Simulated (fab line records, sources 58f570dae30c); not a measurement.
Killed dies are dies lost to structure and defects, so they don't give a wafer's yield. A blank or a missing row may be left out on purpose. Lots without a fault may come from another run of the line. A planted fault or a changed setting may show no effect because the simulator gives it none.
Problem report in the 8D (eight disciplines) form, filled by code | flow berkeley_cmos170 | the parts of the form that need people (team, actions taken, sign-off) are left out

1. THE PROBLEM
oes_product_au at UCB170_M2_METAL_ETCH_18 reads a mean of 0.762 a.u. on 4 wafers of 2 lots; wafers without a fault read 0.842 a.u. with a standard deviation of 0.01. That is -7.9 standard deviations from the usual mean.
The step: etches Al in Cl2/BCl3, stops on SiO2, target depth 1170 nm, time 195 s.
First seen on wafer L659.1, day 12 19:02, on rie_metal-01. The record holds 42 wafers of 14 lots with a number at this step. Rule for "out", or "out of limits": more than 4 standard deviations from the usual mean. The other wafers with a number count as sound.

2. WHAT IT IS AND WHAT IT IS NOT
question                    | is                             | is not
which readings at this step | oes_product_au                 | chamber_pressure_mTorr, drypump_motor_current_A, throttle_valve_pct
which lots                  | L659, L662                     | L642, L643, L646, L647, L650, L651, L652, L653, L654, L655, L657, L664
which wafers of those lots  | L659.1, L659.4, L662.1, L662.5 | L659.6, L662.2
read on which tools         | rie_metal-01                   | rie_metal-02, rie_metal-04
when                        | from day 12 19:02              | up to then (34 sound wafers); but 4 sound wafers of L662, L664 came after

3. SUSPECTS, AND WHAT RULES EACH OUT
Counting: a tool at a process step up to the reading stays a suspect if it ran every lot that is out. Sound lots after the first of them don't rule it out here, since some wafers of a struck lot are sound.
- plasma_asher-03 at UCB170_CONTACT_STRIP_06 (strips in O2): kept. It ran every lot that is out, first L659 (day 12 05:46); its last sound lot up to then is L655 (day 11 17:28).
- rie_metal-01 at UCB170_M2_METAL_ETCH_18 (etches Al in Cl2/BCl3, stops on SiO2, target depth 1170 nm, time 195 s): kept. It ran every lot that is out, first L659 (day 12 19:02); its last sound lot up to then is L654 (day 12 07:14). Its own readings are out on those wafers: oes_product_au.
- Within rie_metal-01 at UCB170_M2_METAL_ETCH_18: the wafers that are out ran in chamber 0; their sound lot-mates ran in chamber 1.
Left after counting: plasma_asher-03 at UCB170_CONTACT_STRIP_06, rie_metal-01 at UCB170_M2_METAL_ETCH_18.

4. THE CAUSE (what the simulator had put in)
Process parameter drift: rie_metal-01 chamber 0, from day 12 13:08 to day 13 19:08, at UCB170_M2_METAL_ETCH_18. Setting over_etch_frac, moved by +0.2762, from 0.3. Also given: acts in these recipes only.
Counting left 2 suspects, and this tool is among them.

5. THE CHAIN OF EFFECTS, in route order
Each row: a reading whose mean over the struck wafers that have a number lies more than 3 standard deviations from the usual. Only readings for which the record gives a usual standard deviation are gone through. hours: the time from each lot's start at the first step in this table that gives one to its start at this step, as a median over the lots. sigmas: the change in usual standard deviations.
hours | step                    | reading        | usual      | on struck wafers | change | sigmas
0     | UCB170_M2_METAL_ETCH_18 | oes_product_au | 0.842 a.u. | 0.762            | -0.080 | -7.9
0     | UCB170_M2_STRIP_19      | oes_product_au | 0.532 a.u. | 0.365            | -0.167 | -11
0     | UCB170_M2_CD_MEAS_90    | cd_nm          | 699.8 nm   | 690.9            | -8.9   | -3.1
The process steps in it:
- UCB170_M2_METAL_ETCH_18: etches Al in Cl2/BCl3, stops on SiO2, target depth 1170 nm, time 195 s.
- UCB170_M2_STRIP_19: strips in O2.

6. WHAT WOULD HAVE CAUGHT IT SOONER
In this record the first reading out of limits was taken at day 12 19:02, 6 hours after the fault began at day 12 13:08.
